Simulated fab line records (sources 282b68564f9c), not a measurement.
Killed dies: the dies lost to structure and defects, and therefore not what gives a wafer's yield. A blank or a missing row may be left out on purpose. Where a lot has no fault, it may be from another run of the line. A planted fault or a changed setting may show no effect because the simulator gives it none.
fab line records	flow rit_cmos
[record] lots = 14	wafers = 42	last_day = 8
route steps=202 shown PSD@150 M1@202
lots with no fault: from the same line, run without faults
start_h: start of the lot's first displayed wafer, in hours after the record's first day	wait_h: hours elapsed since this lot's preceding step	" unchanged from the row above	L1.1+2: one row covering several wafers at once	- no value present, or no start provided	* or withheld: withheld	< > ~ a bound
route shown NAME@n: a module of which the file shows steps, and the number in the route of the first	usual: mean/standard deviation of fault-free wafers	same: alike in all rows	chamber/n: place in a boat	sites: readings site by site	_std_site: the values' standard deviation	_edge_site: outer sites' mean less inner sites'	radius_mm: for every site, how far away it sits from the centre of the wafer	mask NAME#n: copy n	behind: tool/chamber where the wafer was last shaped	hold: why the lot went on hold/how many hours it stayed there/how the hold came to an end	device: which transistor (n, p or np) failed to switch	end of line: the same wafers' tests at the end of the route	for a step that has no rows: nothing shown but its recipe	killed: the dies lost at the first sort to structure and to defects; this is not the yield of the wafer	map: per-die view of a wafer (x killed, . not killed, _ where there is no die)
set.NAME: the setting that was run; set.NAME@STEP: the one run at that earlier step	model.NAME: the simulator's own value behind a step, which no gauge read
one table for each step of the route and one row for each wafer, over a sample of lots
services: a tool's chamber out of use, with start hour (start_h, from the record's first day; less than 0 if before it), hours out, and reason
[[steps]]
[step RIT_PSD_IMPLANT_08]
[recipe] species = BF2	energy_kev = 27	dose_cm2 = 5e+15	tilt_deg = 7
[usual] beam_energy_keV = 27.000/0.0089
lot.wafer	tool	chamber	start_h	wait_h	beam_energy_keV
L712.1	implanter-01	0	50.57	0.1	27.010
L712.4	"	0	"	"	27.020
L712.6	"	0	"	"	27.023
L713.2	implanter-01	0	56.56	0.1	26.993
L713.4	"	0	"	"	26.994
L713.6	"	0	"	"	26.998
L714.1	implanter-04	0	60.47	0.1	26.996
L714.5	"	0	"	"	26.998
L714.6	"	0	"	"	27.008
L715.2	implanter-03	0	66.37	0.1	26.998
L715.3	"	0	"	"	27.003
L715.6	"	0	"	"	27.000
L716.1	implanter-01	0	75.93	0.1	26.997
L716.2	"	0	"	"	26.991
L716.6	"	0	"	"	26.982
L717.2	implanter-03	0	77.73	0.1	27.002
L717.5	"	0	"	"	27.010
L717.6	"	0	"	"	26.994
L719.1	implanter-01	0	86.27	0.1	26.992
L719.4	"	0	"	"	26.999
L719.5	"	0	"	"	26.994
L721.1	implanter-01	0	98.90	0.1	26.995
L721.2	"	0	"	"	27.000
L721.4	"	0	"	"	26.997
L729.3	implanter-04	0	149.03	0.1	25.120
L729.4	"	0	"	"	25.108
L729.6	"	0	"	"	25.111
L731.3	implanter-04	0	150.65	0.1	25.118
L731.5	"	0	"	"	25.103
L731.6	"	0	"	"	25.102
L732.2	implanter-03	0	155.65	0.1	27.014
L732.3	"	0	"	"	27.013
L732.5	"	0	"	"	27.012
L733.4	implanter-03	0	164.33	0.1	27.003
L733.5	"	0	"	"	27.011
L733.6	"	0	"	"	27.001
L734.1	implanter-03	0	170.02	0.1	26.993
L734.3	"	0	"	"	26.994
L734.6	"	0	"	"	26.990
L735.3	implanter-03	0	172.28	0.1	26.999
L735.4	"	0	"	"	27.002
L735.6	"	0	"	"	27.000
[step RIT_SDANNEAL_RS_MEAS_04]
[recipe] thk_meas_gauge = four-point-probe
[usual] PSD_RS = 115.90/0.29
lot.wafer	tool	chamber	start_h	wait_h	hold	PSD_RS[ohm/sq]
L712.1	film_metro-03	-	51.38	0.0	-	115.80
L712.4	"	-	"	"	-	115.71
L712.6	"	-	"	"	-	115.95
L713.2	film_metro-03	-	57.36	0.1	-	115.81
L713.4	"	-	"	"	-	115.60
L713.6	"	-	"	"	-	115.23
L714.1	film_metro-02	-	61.28	0.0	-	116.29
L714.5	"	-	"	"	-	116.25
L714.6	"	-	"	"	-	116.16
L715.2	film_metro-03	-	67.18	0.1	-	115.81
L715.3	"	-	"	"	-	115.60
L715.6	"	-	"	"	-	115.48
L716.1	film_metro-02	-	76.80	0.1	-	115.56
L716.2	"	-	"	"	-	115.70
L716.6	"	-	"	"	-	115.73
L717.2	film_metro-03	-	78.53	0.1	-	115.90
L717.5	"	-	"	"	-	115.85
L717.6	"	-	"	"	-	116.25
L719.1	film_metro-02	-	87.08	0.0	-	115.87
L719.4	"	-	"	"	-	116.04
L719.5	"	-	"	"	-	116.05
L721.1	film_metro-02	-	99.72	0.0	-	115.96
L721.2	"	-	"	"	-	115.89
L721.4	"	-	"	"	-	115.89
L729.3	film_metro-01	-	149.85	0.1	await_dispo/0.2h/release	120.72
L729.4	"	-	"	"	await_dispo/0.2h/release	120.40
L729.6	"	-	"	"	await_dispo/0.2h/release	120.44
L729.3	film_metro-01	-	150.21	0.3	-	120.47
L729.4	"	-	"	"	-	120.73
L729.6	"	-	"	"	-	120.76
L731.3	film_metro-03	-	151.48	0.1	await_dispo/0.2h/release	120.17
L731.5	"	-	"	"	await_dispo/0.2h/release	119.96
L731.6	"	-	"	"	await_dispo/0.2h/release	120.16
L731.3	film_metro-03	-	151.84	0.3	-	119.83
L731.5	"	-	"	"	-	120.09
L731.6	"	-	"	"	-	120.04
L732.2	film_metro-03	-	156.49	0.1	-	115.51
L732.3	"	-	"	"	-	115.98
L732.5	"	-	"	"	-	116.10
L733.4	film_metro-03	-	165.12	0.1	-	115.84
L733.5	"	-	"	"	-	115.97
L733.6	"	-	"	"	-	116.28
L734.1	film_metro-01	-	170.83	0.0	-	116.26
L734.3	"	-	"	"	-	115.97
L734.6	"	-	"	"	-	116.03
L735.3	film_metro-02	-	173.08	0.1	-	116.20
L735.4	"	-	"	"	-	116.05
L735.6	"	-	"	"	-	115.81
[step RIT_M1_PROBE_99]
[usual] killed_at_M0_to_M3 = 0.0/0.083	killed_at_contacts = 0.1/0.23	killed_at_front_end = 7/3.1	killed_dies = 7/3.1	killed_open = 3.3/2	killed_short = 3.6/1.9
[same] gross_dies = 264	killed_at_M4_up = 0	killed_at_back_side = 0	killed_at_other = 0
lot.wafer	tool	chamber	start_h	wait_h	killed_at_M0_to_M3	killed_at_contacts	killed_at_front_end	killed_dies	killed_open	killed_short
L729.3	prober-02	-	162.70	0.2	0	1	4	5	3	2
L729.4	prober-02	-	162.75	0.2	0	0	7	7	3	4
L729.6	prober-02	-	162.85	0.2	0	0	10	10	6	4
L731.3	prober-01	-	163.04	0.2	0	0	12	12	9	3
L731.5	prober-01	-	163.14	0.2	0	0	13	13	8	5
L731.6	prober-01	-	163.19	0.2	0	0	10	10	4	6
// killed by level:class
L729.3 GATE:geometric_particle:short=2 GATE:geometric_particle:open=1 SPACER:geometric_particle:open=1 CONTACT:geometric_particle:open=1
L729.4 FOX1:geometric_particle:open=2 GATE:geometric_particle:short=2 SPACER:geometric_particle:open=1 SPACER:geometric_particle:short=1 SILICIDE:geometric_particle:short=1
L729.6 FOX1:geometric_particle:open=2 REOX:geometric_particle:open=2 REOX:geometric_particle:short=2 SPACER:geometric_particle:open=2 FOX1:geometric_particle:short=1 SILICIDE:geometric_particle:short=1
L731.3 GATE:geometric_particle:open=5 GATE:geometric_particle:short=2 REOX:geometric_particle:open=2 SPACER:geometric_particle:short=1 SPACER:geometric_particle:open=1 SILICIDE:geometric_particle:open=1
L731.5 FOX2:geometric_particle:open=2 GATE:geometric_particle:open=2 SPACER:geometric_particle:short=2 SILICIDE:geometric_particle:open=2 FOX1:geometric_particle:open=1 FOX2:geometric_particle:short=1 GATE:geometric_particle:short=1 SPACER:geometric_particle:open=1
L731.6 GATE:geometric_particle:short=4 FOX1:geometric_particle:short=2 FOX2:geometric_particle:open=2 FOX1:geometric_particle:open=1 GATE:geometric_particle:open=1
[[services]]
tool	chamber	start_h	hours	kind
implanter-01	-	26.99	1.7	repair
implanter-04	-	99.05	1.7	repair
implanter-04	-	107.57	3.0	repair
implanter-03	-	113.26	1.9	repair
[[key]]
[first_sign] step = RIT_PSD_IMPLANT_08	reading = beam_energy_keV	direction = down	sigmas = 99+	usual = 27.000	struck = 25.110
[effect] step = RIT_SDANNEAL_RS_MEAS_04	reading = visit	direction = added
[effect] step = RIT_SDANNEAL_RS_MEAS_04	reading = PSD_RS	direction = up	sigmas = 15	usual = 115.90	struck = 120.31
met_at RIT_PSD_IMPLANT_08
struck_lots L729,L731
tester_left_out L729,L731
onset_between 60.47 149.03
[fault] kind = process_parameter_drift	tool = implanter-04	chamber = -	onset_h = 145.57	steps = RIT_PSD_IMPLANT_08	channel = energy_kev	offset = -1.89	shape = step	end_h = 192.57	acts_in = these_recipes_only	stated = 27
// tester_left_out: of these lots the tester's yield and bins aren't shown, on N5 and GAA mostly nor the transistor test; their killed dies are dies lost to structure and defects alone, not to doping, threshold or leakage, so they don't give the yield
